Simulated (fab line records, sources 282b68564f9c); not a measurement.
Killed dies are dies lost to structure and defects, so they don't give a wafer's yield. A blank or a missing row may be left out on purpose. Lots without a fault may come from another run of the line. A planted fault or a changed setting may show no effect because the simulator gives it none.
fab line records | flow rit_cmos
record lots=15 wafers=45 last_day=8
route steps=202 shown CONTACT@175 M1@202
lots that met no fault: from a run of the same line without faults
start_h: hours from the record's first day to the start of the lot's first wafer shown | wait_h: hours since the lot's step before | " the same as in the row above | L1.1+2: a row that stands for several wafers | - no value, or no start given | * or withheld: withheld | < > ~ a bound
route shown NAME@n: a module of which the file shows steps, and the number in the route of the first | usual: mean/standard deviation of fault-free wafers | same: alike in all rows | chamber/n: place in a boat | sites: the reading at each site | _std_site: their standard deviation | _edge_site: outer sites' mean less inner sites' | radius_mm: how far each site lies from the wafer's centre | mask NAME#n: copy n | behind: the tool/chamber that last shaped the wafer | hold: why the lot was held/for how many hours/how that ended | device: the transistor (n, p or np) that didn't switch | end of line: the same wafers' tests at the end of the route | a step without rows: its recipe alone | killed: dies lost to structure and defects at the first sort, not the wafer's yield | map: a wafer's dies, x killed, . not, _ none there
set.NAME: the setting as run; set.NAME@STEP: as run at that earlier step | model.NAME: the simulator's own value behind a step, which no gauge read
steps of the route over a sample of lots; a table a step, a row a wafer
## steps
# step RIT_CONTACT_DEVELOP_07
# recipe resist=NOVOLAK develop_time_s=120 dev_temp_c=23
# usual developer_temp_C=23.00/0.1 resist_line_temp_C=23.01/0.1
# columns lot.wafer tool chamber start_h wait_h developer_temp_C resist_line_temp_C
L117.1 litho_track-02 0 59 - 23.09 23.04
L117.2 " 0 " " 22.98 23.16
L117.4 " 0 " " 23.02 23.17
L118.2 litho_track-04 0 64 - 23.07 22.74
L118.4 " 0 " " 22.87 22.93
L118.6 " 0 65 - 22.99 22.88
L121.2 litho_track-04 0 82 - 22.90 23.02
L121.3 " 0 " " 22.93 23.02
L121.6 " 0 " " 22.85 23.02
L122.3 litho_track-04 0 83 - 23.12 23.04
L122.4 " 0 " " 23.04 23.02
L122.5 " 0 " " 22.97 23.00
L124.1 litho_track-02 0 97 - 22.96 22.94
L124.2 " 0 " " 23.01 22.82
L124.5 " 0 " " 23.07 22.91
L126.1 litho_track-04 0 106 - 22.98 23.06
L126.3 " 0 " " 22.95 23.07
L126.5 " 0 " " 22.91 23.04
L128.2 litho_track-03 0 117 - 22.95 23.31
L128.5 " 0 " " 22.97 22.99
L128.6 " 0 118 - 22.96 22.96
L129.3 litho_track-03 0 119 - 23.10 22.94
L129.4 " 0 " " 22.82 23.05
L129.6 " 0 120 - 22.86 22.94
L131.2 litho_track-02 0 134 - 23.01 23.21
L131.4 " 0 " " 22.93 22.97
L131.6 " 0 " " 22.90 23.10
L132.4 litho_track-03 0 147 - 23.69 22.87
L132.5 " 0 " " 23.63 22.96
L132.6 " 0 " " 23.64 22.99
L133.2 litho_track-04 0 149 - 22.97 23.04
L133.5 " 0 " " 22.88 22.90
L133.6 " 0 " " 23.04 22.94
L134.1 litho_track-03 0 153 - 23.74 22.93
L134.3 " 0 154 - 23.83 23.06
L134.6 " 0 " " 23.87 22.83
L135.1 litho_track-03 0 159 - 23.84 23.04
L135.2 " 0 " " 23.70 22.99
L135.4 " 0 " " 23.71 23.11
L136.1 litho_track-04 0 166 - 22.91 23.08
L136.3 " 0 " " 22.94 23.01
L136.4 " 0 " " 23.02 23.15
L140.1 litho_track-04 0 179 - 23.23 23.00
L140.2 " 0 " " 23.24 23.03
L140.5 " 0 " " 23.17 23.18
# step RIT_M1_PROBE_99
# usual killed_at_contacts=0.0/0.2 killed_at_front_end=7.0/2.8 killed_dies=7.0/2.8 killed_on_rim=2.0/1.4 killed_open=3.4/1.9 killed_short=3.6/2
# same gross_dies=264 killed_at_M0_to_M3=0 killed_at_M4_up=0 killed_at_back_side=0 killed_at_other=0
# columns lot.wafer tool chamber start_h wait_h killed_at_contacts killed_at_front_end killed_dies killed_on_rim killed_open killed_short
L121.2 prober-02 - 88.56 0.1 0 9 9 3 3 6
L121.3 prober-02 - 88.61 0.2 0 3 3 0 0 3
L121.6 prober-02 - 88.76 0.2 0 4 4 2 3 1
L126.1 prober-01 - 112.22 0.1 0 7 7 2 5 2
L126.3 prober-01 - 112.32 0.2 0 9 9 2 4 5
L126.5 prober-01 - 112.42 0.2 0 11 11 1 4 7
L129.3 prober-02 - 125.41 0.2 0 13 13 5 4 9
L129.4 prober-02 - 125.46 0.2 0 7 7 2 3 4
L129.6 prober-02 - 125.56 0.2 0 8 8 1 3 5
L134.1 prober-01 - 159.44 0.1 1 6 7 3 3 4
L134.3 prober-01 - 159.54 0.2 0 8 8 2 4 4
L134.6 prober-01 - 159.69 0.2 0 5 5 3 2 3
L135.1 prober-02 - 165.14 0.1 0 10 10 1 5 5
L135.2 prober-02 - 165.19 0.1 0 11 11 6 6 5
L135.4 prober-02 - 165.29 0.2 0 9 9 3 1 8
L136.1 prober-01 - 171.97 0.1 0 7 7 2 4 3
L136.3 prober-01 - 172.07 0.2 0 7 7 2 5 2
L136.4 prober-01 - 172.12 0.2 0 5 5 1 3 2
# killed by level:class
L121.2 GATE:geometric_particle:short=2 REOX:geometric_particle:open=2 FOX2:geometric_particle:short=1 GATE:geometric_particle:open=1 SPACER:geometric_particle:short=1 SILICIDE:geometric_particle:short=1 STARTING-WAFER:geometric_particle:short=1
L121.3 FOX1:geometric_particle:short=2 GATE:geometric_particle:short=1
L121.6 FOX2:geometric_particle:open=1 GATE:geometric_particle:short=1 REOX:geometric_particle:open=1 SILICIDE:geometric_particle:open=1
L126.1 FOX1:geometric_particle:open=1 FOX1:geometric_particle:short=1 FOX2:geometric_particle:open=1 GATE:geometric_particle:open=1 REOX:geometric_particle:open=1 SPACER:geometric_particle:open=1 SILICIDE:geometric_particle:short=1
L126.3 SILICIDE:geometric_particle:short=4 SILICIDE:geometric_particle:open=3 GATE:geometric_particle:short=1 REOX:geometric_particle:open=1
L126.5 REOX:geometric_particle:short=3 SILICIDE:geometric_particle:short=2 FOX1:geometric_particle:open=1 FOX2:geometric_particle:short=1 GATE:geometric_particle:short=1 GATE:geometric_particle:open=1 SPACER:geometric_particle:open=1 SILICIDE:geometric_particle:open=1
L129.3 REOX:geometric_particle:short=3 GATE:geometric_particle:short=3 FOX1:geometric_particle:open=1 FOX1:geometric_particle:short=1 FOX2:geometric_particle:short=1 GATE:geometric_particle:open=1 SPACER:geometric_particle:open=1 SPACER:geometric_particle:short=1
L129.4 GATE:geometric_particle:short=3 ACTIVE:geometric_particle:open=1 FOX2:geometric_particle:short=1 FOX2:geometric_particle:open=1 GATE:geometric_particle:open=1
L129.6 GATE:geometric_particle:short=2 GATE:geometric_particle:open=2 SILICIDE:geometric_particle:short=2 REOX:geometric_particle:short=1 SILICIDE:geometric_particle:open=1
L134.1 GATE:geometric_particle:short=2 GATE:geometric_particle:open=1 SPACER:geometric_particle:open=1 SILICIDE:geometric_particle:open=1 SILICIDE:geometric_particle:short=1 CONTACT:geometric_particle:short=1
L134.3 GATE:geometric_particle:short=3 GATE:geometric_particle:open=2 FOX2:geometric_particle:open=1 SPACER:geometric_particle:open=1 SILICIDE:geometric_particle:short=1
L134.6 ACTIVE:geometric_particle:short=1 FOX1:geometric_particle:open=1 GATE:geometric_particle:short=1 REOX:geometric_particle:short=1 SILICIDE:geometric_particle:open=1
L135.1 GATE:geometric_particle:open=4 REOX:geometric_particle:short=3 FOX1:geometric_particle:open=1 GATE:geometric_particle:short=1 SPACER:geometric_particle:short=1
L135.2 GATE:geometric_particle:open=5 GATE:geometric_particle:short=2 SILICIDE:geometric_particle:short=2 REOX:geometric_particle:short=1 REOX:geometric_particle:open=1
L135.4 SPACER:geometric_particle:short=3 GATE:geometric_particle:short=2 SILICIDE:geometric_particle:short=2 GATE:geometric_particle:open=1 REOX:geometric_particle:short=1
L136.1 GATE:geometric_particle:open=3 REOX:geometric_particle:short=2 FOX1:geometric_particle:short=1 SPACER:geometric_particle:open=1
L136.3 GATE:geometric_particle:open=2 SILICIDE:geometric_particle:open=2 FOX2:geometric_particle:open=1 GATE:geometric_particle:short=1 REOX:geometric_particle:short=1
L136.4 SILICIDE:geometric_particle:open=2 GATE:geometric_particle:short=1 REOX:geometric_particle:short=1 REOX:geometric_particle:open=1
## key
first_sign step=RIT_CONTACT_DEVELOP_07 reading=developer_temp_C direction=up sigmas=7.3 usual=* struck=*
effect none on later readings
met_at RIT_CONTACT_DEVELOP_07
struck_lots L132,L134,L135
tester_left_out L132,L134,L135
loop_trim step=RIT_CONTACT_EXPOSE_05 setting=dose lots=L135
onset_between 119 147
fault kind=process_parameter_drift tool=litho_track-03 chamber=- onset_h=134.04 steps=RIT_CONTACT_DEVELOP_07 channel=dev_temp_c offset=* shape=step end_h=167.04 acts_in=* stated=*
# tester_left_out: of these lots the tester's yield and bins aren't shown, on N5 and GAA mostly nor the transistor test; their killed dies are dies lost to structure and defects alone, not to doping, threshold or leakage, so they don't give the yield
# loop_trim: a control loop set the setting to another value than it would have without faults
